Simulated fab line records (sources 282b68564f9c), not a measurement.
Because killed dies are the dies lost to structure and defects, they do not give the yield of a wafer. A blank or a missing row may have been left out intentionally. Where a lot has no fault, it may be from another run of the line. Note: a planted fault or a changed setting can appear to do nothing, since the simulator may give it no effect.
fab line records ; flow rit-cmos
record lots=6; wafers=18; last-day=7
route steps=202 shown M1@184
lots that met no fault: from a run of the same line without faults
start-h: the number of hours between the record's first day and the start of the first shown wafer of the lot ; wait-h: hours elapsed since this lot's preceding step ; " same as the row above ; L1.1+2: a row that stands for several wafers ; - either no value or no given start ; * or withheld: withheld ; < > ~ a bound
route shown NAME@n: names a module that has steps shown in the file, with the first one's number in the route ; usual: mean/standard deviation of fault-free wafers ; same: alike in all rows ; chamber/n: place in a boat ; sites: each site's reading ; _std_site: how widely they spread, as a standard deviation ; _edge_site: outer sites' mean less inner sites' ; radius-mm: for every site, how far away it sits from the centre of the wafer ; mask NAME#n: copy n ; behind: the tool/chamber that last shaped the wafer ; hold: why the lot was held/for how many hours/how that ended ; device: transistor that didn't switch, given as n, p or np ; end of line: at the end of the route, the tests of the same wafers ; a step without rows: its recipe alone ; killed: the dies lost at the first sort to structure and to defects; this is not the yield of the wafer ; map: a wafer's dies, x killed, . not, _ none there
set.NAME: the run value of the setting; set.NAME@STEP: its run value at that earlier step ; model.NAME: the simulator's own value behind a step, which no gauge read
a table for each step, a row for each wafer; lots at some steps of the route
services: from which hour (start-h, from the record's first day; less than 0 if before it) a tool's chamber was out of use, for how many hours, and why
## steps
# step RIT_M1_SPUTTER_00
# recipe material=Al; target-thk-nm=400; power-w=2000; chamber-pressure-pa=0.4; gas=Ar; time-s=500; substrate-temp-c=25
# usual throttle-valve-pct=30.3/0.98
lot.wafer;tool;chamber;start-h;wait-h;throttle-valve-pct
L701.3;pvd-sputter-04;-;78.50;0.0;29.3
L701.4;pvd-sputter-04;-;78.50;0.0;30.8
L701.6;pvd-sputter-04;-;78.50;0.0;29.2
L705.1;pvd-sputter-04;-;98.54;0.0;31.1
L705.3;pvd-sputter-04;-;98.54;0.0;29.7
L705.4;pvd-sputter-04;-;98.54;0.0;30.0
L712.1;pvd-sputter-04;-;132.76;0.0;29.1
L712.2;pvd-sputter-04;-;132.76;0.0;29.7
L712.4;pvd-sputter-04;-;132.76;0.0;30.8
L713.4;pvd-sputter-02;-;141.10;0.0;29.4
L713.5;pvd-sputter-02;-;141.10;0.0;31.4
L713.6;pvd-sputter-02;-;141.10;0.0;29.5
L715.2;pvd-sputter-02;-;151.70;0.0;31.4
L715.4;pvd-sputter-02;-;151.70;0.0;29.6
L715.5;pvd-sputter-02;-;151.70;0.0;31.1
L717.3;pvd-sputter-02;-;164.12;0.0;31.1
L717.4;pvd-sputter-02;-;164.12;0.0;31.3
L717.6;pvd-sputter-02;-;164.12;0.0;29.8
# step RIT_M1_RS_MEAS_01
# recipe thk-meas-gauge=four-point-probe; reads=Al_of_M1_SPUTTER_00
# usual M1_AL_RS=0.0733/0.00074
lot.wafer;tool;chamber;start-h;wait-h;M1_AL_RS[ohm/sq]
L701.3;film-metro-02;-;78.84;0.2;0.0740
L701.4;film-metro-02;-;78.84;0.2;0.0731
L701.6;film-metro-02;-;78.84;0.2;0.0732
L705.1;film-metro-02;-;98.83;0.1;0.0721
L705.3;film-metro-02;-;98.83;0.1;0.0728
L705.4;film-metro-02;-;98.83;0.1;0.0731
L712.1;film-metro-04;-;133.06;0.1;0.0742
L712.2;film-metro-04;-;133.06;0.1;0.0742
L712.4;film-metro-04;-;133.06;0.1;0.0741
L713.4;film-metro-01;-;141.45;0.2;0.0731
L713.5;film-metro-01;-;141.45;0.2;0.0732
L713.6;film-metro-01;-;141.45;0.2;0.0740
L715.2;film-metro-01;-;152.30;0.3;0.0748
L715.4;film-metro-01;-;152.30;0.3;0.0743
L715.5;film-metro-01;-;152.30;0.3;0.0742
L717.3;film-metro-01;-;164.46;0.2;0.0731
L717.4;film-metro-01;-;164.46;0.2;0.0745
L717.6;film-metro-01;-;164.46;0.2;0.0737
# step RIT_M1_THK_MEAS_02
# recipe thk-meas-gauge=xrf; reads=Al_of_M1_SPUTTER_00
# usual M1_AL_THK=398/4.8
lot.wafer;tool;chamber;start-h;wait-h;M1_AL_THK[nm]
L701.3;film-metro-02;-;78.94;0.1;399
L701.4;film-metro-02;-;78.94;0.1;400
L701.6;film-metro-02;-;78.94;0.1;403
L705.1;film-metro-02;-;98.95;0.1;405
L705.3;film-metro-02;-;98.95;0.1;399
L705.4;film-metro-02;-;98.95;0.1;398
L712.1;film-metro-04;-;133.18;0.1;391
L712.2;film-metro-04;-;133.18;0.1;393
L712.4;film-metro-04;-;133.18;0.1;392
L713.4;film-metro-01;-;141.54;0.1;395
L713.5;film-metro-01;-;141.54;0.1;396
L713.6;film-metro-01;-;141.54;0.1;390
L715.2;film-metro-01;-;152.41;0.1;388
L715.4;film-metro-01;-;152.41;0.1;390
L715.5;film-metro-01;-;152.41;0.1;392
L717.3;film-metro-01;-;164.56;0.1;394
L717.4;film-metro-01;-;164.56;0.1;389
L717.6;film-metro-01;-;164.56;0.1;392
# step RIT_M1_HMDS_03
# recipe prime-time-s=60; prime-temp-c=140
# step RIT_M1_COAT_04
# recipe resist=NOVOLAK; spin-rpm=2000; resist-thk-nm=1300
# step RIT_M1_SOFTBAKE_05
# recipe resist=NOVOLAK; temp-c=90; time-s=60
# step RIT_M1_EXPOSE_06
# recipe mask-id=M12; na=0.6; source-shape=conventional; sigma-outer=0.5; target-cd-nm=2600; dose-mj=255.8
# step RIT_M1_PEB_07
# recipe resist=NOVOLAK; temp-c=withheld; time-s=withheld
# step RIT_M1_DEVELOP_08
# recipe resist=NOVOLAK; develop-time-s=68; dev-temp-c=23
# step RIT_M1_CD_MEAS_09
# recipe target-cd-nm=2600
# usual cd-nm=2600.2/2.4
lot.wafer;tool;chamber;start-h;wait-h;cd-nm
L701.3;cd-sem-02;-;79.98;-;2602.8
L701.4;cd-sem-02;-;79.98;-;2602.3
L701.6;cd-sem-02;-;79.98;-;2602.4
L705.1;cd-sem-02;-;100.13;-;2600.6
L705.3;cd-sem-02;-;100.13;-;2601.2
L705.4;cd-sem-02;-;100.13;-;2602.7
L712.1;cd-sem-02;-;134.24;-;2597.1
L712.2;cd-sem-02;-;134.24;-;2596.7
L712.4;cd-sem-02;-;134.24;-;2597.6
L713.4;cd-sem-02;-;142.83;-;2602.6
L713.5;cd-sem-02;-;142.83;-;2602.0
L713.6;cd-sem-02;-;142.83;-;2602.2
L715.2;cd-sem-02;-;153.37;-;2604.8
L715.4;cd-sem-02;-;153.37;-;2602.3
L715.5;cd-sem-02;-;153.37;-;2601.3
L717.3;cd-sem-02;-;165.64;-;2597.8
L717.4;cd-sem-02;-;165.64;-;2598.1
L717.6;cd-sem-02;-;165.64;-;2597.7
# step RIT_M1_OVL_MEAS_10
# usual M1_OVL=-1.3/1.7
lot.wafer;tool;chamber;start-h;wait-h;M1_OVL[nm]
L701.3;overlay-01;-;80.08;0.1;-3.7
L701.4;overlay-01;-;80.08;0.1;-2.7
L701.6;overlay-01;-;80.08;0.1;0.0
L705.1;overlay-01;-;100.25;0.1;-1.8
L705.3;overlay-01;-;100.25;0.1;0.5
L705.4;overlay-01;-;100.25;0.1;0.2
L712.1;overlay-01;-;134.36;0.1;-1.5
L712.2;overlay-01;-;134.36;0.1;-1.2
L712.4;overlay-01;-;134.36;0.1;-1.6
L713.4;overlay-01;-;142.91;0.1;1.4
L713.5;overlay-01;-;142.91;0.1;-0.2
L713.6;overlay-01;-;142.91;0.1;-0.8
L715.2;overlay-01;-;153.48;0.1;-2.3
L715.4;overlay-01;-;153.48;0.1;-2.3
L715.5;overlay-01;-;153.48;0.1;-2.9
L717.3;overlay-01;-;165.74;0.1;0.8
L717.4;overlay-01;-;165.74;0.1;1.9
L717.6;overlay-01;-;165.74;0.1;0.9
# step RIT_M1_HARDBAKE_11
# recipe resist=NOVOLAK; temp-c=140; time-s=120
# step RIT_M1_METAL_ETCH_12
# recipe stop-on=SiO2; chemistry=Cl2/BCl3; target=Al; time-s=165; over-etch-frac=0.5; pressure-mtorr=100; target-depth-a=6000; rf-w=250; Cl2_flow_sccm=60; bcl3-flow-sccm=50
# usual drypump-motor-current-A=5.6/0.47; oes-product-au=0.775/0.016; throttle-valve-pct=8.21/0.066
lot.wafer;tool;chamber;start-h;wait-h;drypump-motor-current-A;oes-product-au;rf-hours-counter-h;throttle-valve-pct;model.NOVOLAK_of_M1_COAT_04.thk-nm;model.M1.feature-depth-nm;model.etch.depth-nm
L701.3;rie-metal-01;1;80.40;0.2;5.8;0.794;-;8.26;814.9;428.8;397
L701.4;rie-metal-01;0;80.40;0.2;5.4;0.765;-;8.10;812.4;433.4;401.3
L701.6;rie-metal-01;1;80.40;0.2;5.8;0.800;-;8.25;821.4;433.1;401.5
L705.1;rie-metal-04;0;100.64;0.2;4.8;0.764;4;8.30;816.8;438.3;406.5
L705.3;rie-metal-04;0;100.64;0.2;4.8;0.763;-;8.31;815.7;434.7;402.9
L705.4;rie-metal-04;1;100.64;0.2;6.2;0.789;-;8.19;819.1;432.6;401.3
L712.1;rie-metal-03;1;134.65;0.2;5.8;0.746;36;8.17;804.8;429;396.3
L712.2;rie-metal-03;0;134.65;0.2;6.0;0.762;37;8.19;828.1;426.2;396
L712.4;rie-metal-03;0;134.65;0.2;6.0;0.759;-;8.19;825.5;427.1;396.4
L713.4;rie-metal-01;1;143.23;0.1;5.8;0.688;-;8.28;975.7;299.2;299.2
L713.5;rie-metal-01;0;143.23;0.1;5.4;0.778;-;8.10;823.9;432.9;401.5
L713.6;rie-metal-01;1;143.23;0.1;5.8;0.688;-;8.26;973.8;301.2;301.2
L715.2;rie-metal-01;1;153.76;0.2;5.8;0.678;3;8.26;971.6;300.8;300.8
L715.4;rie-metal-01;0;153.76;0.2;5.4;0.764;-;8.11;815.6;425.7;394.1
L715.5;rie-metal-01;1;153.76;0.2;5.8;0.678;-;8.28;973.8;299.8;299.8
L717.3;rie-metal-04;1;166.06;0.2;6.2;0.785;-;8.19;821.6;432.5;401.4
L717.4;rie-metal-04;0;166.06;0.2;4.8;0.754;-;8.30;816.6;425.5;393.8
L717.6;rie-metal-04;1;166.06;0.2;6.2;0.793;-;8.18;822.5;429;397.8
# step RIT_M1_STRIP_13
# recipe chemistry=nmp; resist=NOVOLAK; temp-c=80; time-s=600; dry=n2-spin
# step RIT_M1_STRIP_14
# recipe chemistry=O2; time-s=180; platen-temp-c=withheld; power-w=500; pressure-mtorr=4000; o2-flow-sccm=4000
# usual drypump-motor-current-A=5.7/0.39
lot.wafer;tool;chamber;start-h;wait-h;drypump-motor-current-A;rf-hours-counter-h
L701.3;plasma-asher-03;0;80.75;0.1;5.0;-
L701.4;plasma-asher-03;1;80.75;0.1;5.8;-
L701.6;plasma-asher-03;0;80.75;0.1;5.0;-
L705.1;plasma-asher-03;0;100.97;0.0;4.9;46
L705.3;plasma-asher-03;0;100.97;0.0;5.0;-
L705.4;plasma-asher-03;1;100.97;0.0;5.8;-
L712.1;plasma-asher-02;0;135.04;0.0;6.0;50
L712.2;plasma-asher-02;1;135.04;0.0;5.7;50
L712.4;plasma-asher-02;0;135.04;0.0;6.0;-
L713.4;plasma-asher-03;0;143.58;0.1;5.0;-
L713.5;plasma-asher-03;0;143.58;0.1;5.0;-
L713.6;plasma-asher-03;1;143.58;0.1;5.8;-
L715.2;plasma-asher-01;0;154.11;0.0;5.3;4
L715.4;plasma-asher-01;0;154.11;0.0;5.3;-
L715.5;plasma-asher-01;1;154.11;0.0;6.2;-
L717.3;plasma-asher-01;1;166.42;0.1;6.2;-
L717.4;plasma-asher-01;0;166.42;0.1;5.3;-
L717.6;plasma-asher-01;1;166.42;0.1;6.2;-
# step RIT_M1_CD_MEAS_90
# recipe target-cd-nm=2600
# usual cd-nm=2601/3.1
lot.wafer;tool;chamber;start-h;wait-h;cd-nm
L701.3;cd-sem-02;-;80.90;0.1;2603
L701.4;cd-sem-02;-;80.90;0.1;2602
L701.6;cd-sem-02;-;80.90;0.1;2601
L705.1;cd-sem-01;-;101.15;0.1;2601
L705.3;cd-sem-01;-;101.15;0.1;2602
L705.4;cd-sem-01;-;101.15;0.1;2606
L712.1;cd-sem-01;-;135.21;0.1;2596
L712.2;cd-sem-01;-;135.21;0.1;2600
L712.4;cd-sem-01;-;135.21;0.1;2601
L713.4;cd-sem-01;-;143.75;0.1;2612
L713.5;cd-sem-01;-;143.75;0.1;2600
L713.6;cd-sem-01;-;143.75;0.1;2611
L715.2;cd-sem-01;-;154.31;0.1;2617
L715.4;cd-sem-01;-;154.31;0.1;2603
L715.5;cd-sem-01;-;154.31;0.1;2613
L717.3;cd-sem-01;-;166.58;0.1;2602
L717.4;cd-sem-01;-;166.58;0.1;2601
L717.6;cd-sem-01;-;166.58;0.1;2601
# step RIT_M1_ANNEAL_15
# recipe temp-c=450; time-s=1767; ambient=forming_gas_H2N2
# step RIT_M1_PROBE_99
# usual defect-limited-yield=97.4/1.2; killed_at_M0_to_M3=0.0/0.17; killed-at-contacts=0.1/0.34; killed-at-front-end=7/3; killed-dies=7/3.1; killed-on-rim=1.7/1.3; killed-open=3.4/1.9; killed-short=3.4/2.1; sort_bin_3_pad_short=0.1/0.2; sort_bin_5_function=1.5/0.83; sort_bin_6_memory=1.0/0.66; sort-n-pass=257/3.1; sort-yield-pct=97.4/1.2
# same gross-dies=264; killed_at_M4_up=0; killed-at-back-side=0; killed-at-other=0
lot.wafer;tool;chamber;start-h;wait-h;defect-limited-yield[%];killed_at_M0_to_M3;killed-at-contacts;killed-at-front-end;killed-dies;killed-on-rim;killed-open;killed-short;sort_bin_3_pad_short[%];sort_bin_5_function[%];sort_bin_6_memory[%];sort-n-pass;sort-yield-pct[%];model.etest.tester.sort-n-pass;model.etest.tester.sort_bin_5_pct;model.etest.tester.sort-yield-pct;model.etest.iso-nwell-nwell.short;model.etest.nplus-sal.short;model.etest.contact-ppoly.short;model.etest.diode-pplus-nwell.short;model.etest.diode-nplus-pwell.over-limit
L701.3;prober-01;-;82.98;0.2;98.5;0;0;4;4;3;3;1;0;0.4;1.1;260;98.5;260;0.3788;98.48;0;0;0;0;0
L701.4;prober-01;-;83.03;0.2;98.9;0;0;3;3;0;3;0;0;0.4;0.8;261;98.9;261;0.3788;98.86;0;0;0;0;0
L701.6;prober-01;-;83.13;0.2;97.3;0;0;7;7;0;3;4;0.8;1.5;0.4;257;97.3;257;1.515;97.35;0;0;0;0;0
L705.1;prober-01;-;102.89;0.1;98.1;0;0;5;5;0;4;1;0;1.5;0.4;259;98.1;259;1.515;98.11;0;0;0;0;0
L705.3;prober-01;-;102.99;0.2;93.9;2;0;14;16;2;5;11;0.4;2.7;3.0;248;93.9;248;2.652;93.94;0;0;0;0;0
L705.4;prober-01;-;103.04;0.2;96.2;0;0;10;10;2;6;4;0;1.9;1.9;254;96.2;254;1.894;96.21;0;0;0;0;0
L712.1;prober-02;-;138.22;0.1;96.6;0;0;9;9;4;3;6;0;2.7;0.8;255;96.6;255;2.652;96.59;0;0;0;0;0
L712.2;prober-02;-;138.27;0.1;96.2;0;0;10;10;2;6;4;0.4;1.9;1.5;254;96.2;254;1.894;96.21;0;0;0;0;0
L712.4;prober-02;-;138.37;0.2;99.2;0;0;2;2;1;2;0;0;0.4;0.4;262;99.2;262;0.3788;99.24;0;0;0;0;0
L713.4;prober-01;-;146.36;0.2;0;259;0;5;264;70;4;0;0;99.2;0.8;0;0;0;99.24;0;1;1;1;1;1
L713.5;prober-01;-;146.41;0.2;97.7;0;0;6;6;3;2;3;0;1.9;0.4;258;97.7;258;1.894;97.73;0;0;0;0;0
L713.6;prober-01;-;146.46;0.2;0;256;0;8;264;70;3;5;0.4;98.1;1.5;0;0;0;98.11;0;1;1;1;1;1
L715.2;prober-02;-;156.08;0.1;0;261;0;3;264;70;1;2;0;99.6;0.4;0;0;0;99.62;0;1;1;1;1;1
L715.4;prober-02;-;156.18;0.2;97.0;0;0;8;8;2;4;4;0;1.9;1.1;256;97.0;256;1.894;96.97;0;0;0;0;0
L715.5;prober-02;-;156.23;0.2;0;254;0;10;264;70;5;5;0;99.2;0.8;0;0;0;99.24;0;1;1;1;1;1
L717.3;prober-02;-;168.39;0.2;96.6;0;0;9;9;1;4;5;0;1.5;1.9;255;96.6;255;1.515;96.59;0;0;0;0;0
L717.4;prober-02;-;168.44;0.2;97.7;0;1;5;6;1;1;5;0.4;1.9;0;258;97.7;258;1.894;97.73;0;0;0;0;0
L717.6;prober-02;-;168.54;0.2;98.5;0;0;4;4;3;1;3;0.4;0.4;0.8;260;98.5;260;0.3788;98.48;0;0;0;0;0
# killed by level:class
L701.3 FOX2:geometric-particle:open=1 REOX:geometric-particle:open=1 REOX:geometric-particle:short=1 SPACER:geometric-particle:open=1
L701.4 FOX1:geometric-particle:open=1 GATE:geometric-particle:open=1 REOX:geometric-particle:open=1
L701.6 FOX2:geometric-particle:open=2 FOX2:geometric-particle:short=1 GATE:geometric-particle:short=1 REOX:geometric-particle:short=1 SPACER:geometric-particle:short=1 SPACER:geometric-particle:open=1
L705.1 GATE:geometric-particle:open=3 GATE:geometric-particle:short=1 REOX:geometric-particle:open=1
L705.3 GATE:geometric-particle:short=4 SPACER:geometric-particle:short=4 GATE:geometric-particle:open=2 M1:geometric-particle:short=2 FOX1:geometric-particle:open=1 REOX:geometric-particle:short=1 SPACER:geometric-particle:open=1 SILICIDE:geometric-particle:open=1
L705.4 SPACER:geometric-particle:open=4 SILICIDE:geometric-particle:short=2 FOX1:geometric-particle:short=1 FOX1:geometric-particle:open=1 GATE:geometric-particle:open=1 REOX:geometric-particle:short=1
L712.1 REOX:geometric-particle:short=3 FOX1:geometric-particle:short=2 GATE:geometric-particle:open=2 GATE:geometric-particle:short=1 REOX:geometric-particle:open=1
L712.2 FOX1:geometric-particle:open=4 FOX1:geometric-particle:short=2 GATE:geometric-particle:open=2 GATE:geometric-particle:short=1 SILICIDE:geometric-particle:short=1
L712.4 FOX2:geometric-particle:open=1 SILICIDE:geometric-particle:open=1
L713.4 M1:area-etch=259 SILICIDE:geometric-particle:open=2 REOX:geometric-particle:open=1 SPACER:geometric-particle:open=1 GATE:coat-microbubble-printed=1
L713.5 SILICIDE:geometric-particle:short=2 GATE:geometric-particle:open=1 REOX:geometric-particle:short=1 SILICIDE:geometric-particle:open=1 GATE:coat-microbubble-printed=1
L713.6 M1:area-etch=256 REOX:geometric-particle:short=3 GATE:geometric-particle:short=2 GATE:geometric-particle:open=1 REOX:geometric-particle:open=1 SILICIDE:geometric-particle:open=1
L715.2 M1:area-etch=261 GATE:geometric-particle:short=2 SILICIDE:geometric-particle:open=1
L715.4 GATE:geometric-particle:short=4 GATE:geometric-particle:open=2 SPACER:geometric-particle:open=2
L715.5 M1:area-etch=254 GATE:geometric-particle:short=2 SPACER:geometric-particle:open=2 FOX1:geometric-particle:short=1 FOX1:geometric-particle:open=1 FOX2:geometric-particle:open=1 GATE:geometric-particle:open=1 REOX:geometric-particle:short=1
L717.3 GATE:geometric-particle:short=3 SPACER:geometric-particle:open=2 FOX1:geometric-particle:open=1 FOX2:geometric-particle:short=1 GATE:geometric-particle:open=1 REOX:geometric-particle:short=1
L717.4 SPACER:geometric-particle:short=2 FOX2:geometric-particle:short=1 SPACER:geometric-particle:open=1 SILICIDE:geometric-particle:short=1 CONTACT:geometric-particle:short=1
L717.6 GATE:geometric-particle:short=2 FOX1:geometric-particle:short=1 GATE:geometric-particle:open=1
# map L713.4 (x killed, . not)
________xxxxxxx_______
_____xxxxxxxxxxxxx____
____xxxxxxxxxxxxxxx___
___xxxxxxxxxxxxxxxxx__
__xxxxxxxxxxxxxxxxxxx_
__xxxxxxxxxxxxxxxxxxx_
_xxxxxxxxxxxxxxxxxxxxx
_xxxxxxxxxxxxxxxxxxxxx
_xxxxxxxxxxxxxxxxxxxxx
_xxxxxxxxxxxxxxxxxxxxx
__xxxxxxxxxxxxxxxxxxx_
__xxxxxxxxxxxxxxxxxxx_
___xxxxxxxxxxxxxxxxx__
____xxxxxxxxxxxxxxx___
_____xxxxxxxxxxxxx____
________xxxxxxx_______
# map L715.2 (x killed, . not)
________xxxxxxx_______
_____xxxxxxxxxxxxx____
____xxxxxxxxxxxxxxx___
___xxxxxxxxxxxxxxxxx__
__xxxxxxxxxxxxxxxxxxx_
__xxxxxxxxxxxxxxxxxxx_
_xxxxxxxxxxxxxxxxxxxxx
_xxxxxxxxxxxxxxxxxxxxx
_xxxxxxxxxxxxxxxxxxxxx
_xxxxxxxxxxxxxxxxxxxxx
__xxxxxxxxxxxxxxxxxxx_
__xxxxxxxxxxxxxxxxxxx_
___xxxxxxxxxxxxxxxxx__
____xxxxxxxxxxxxxxx___
_____xxxxxxxxxxxxx____
________xxxxxxx_______
## services
tool;chamber;start-h;hours;kind
pvd-sputter-02;-;104.56;4.8;repair
plasma-asher-01;-;108.75;9.0;pm
plasma-asher-01;0;108.75;9.0;vent-cycle
plasma-asher-01;1;108.75;9.0;vent-cycle
plasma-asher-01;0;117.75;-;clean
plasma-asher-01;1;117.75;-;clean
pvd-sputter-04;-;123.40;1.7;repair
pvd-sputter-02;-;133.29;6.5;repair
rie-metal-03;-;136.12;20.0;pm
rie-metal-03;0;136.12;20.0;vent-cycle
rie-metal-03;1;136.12;20.0;vent-cycle
rie-metal-04;1;142.87;8.8;repair
rie-metal-03;0;156.12;-;clean
rie-metal-03;1;156.12;-;clean
## key
first-sign step=RIT_M1_METAL_ETCH_12; reading=oes-product-au; direction=down; sigmas=5.6; usual=0.775; struck=0.683
effect step=RIT_M1_CD_MEAS_90; reading=cd-nm; direction=up; sigmas=3.9; usual=2601; struck=2613
effect step=RIT_M1_PROBE_99; reading=killed_at_M0_to_M3; direction=up; sigmas=99+; usual=0.0; struck=257.5
model-effect step=RIT_M1_METAL_ETCH_12; value=NOVOLAK_of_M1_COAT_04.thk-nm; without=816.6; struck=973.7
model-effect step=RIT_M1_PROBE_99; value=etest.tester.sort-n-pass; without=257.5; struck=0
more-kills-born-at RIT_M1_METAL_ETCH_12@rie-metal-01=1030
met-at RIT_M1_METAL_ETCH_12
struck-wafers L713.4,L713.6,L715.2,L715.5
later-rows-left-out L713.4,L713.6,L715.2,L715.5
onset-between 80.40 143.23
fault kind=process-parameter-drift; tool=rie-metal-01; chamber=1; onset-h=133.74; steps=RIT_M1_METAL_ETCH_12; channel=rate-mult; offset=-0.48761; shape=step; end-h=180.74
# later-rows-left-out: the simulator's readings of these wafers behind a module that went badly wrong aren't trusted and aren't shown, but for the sort
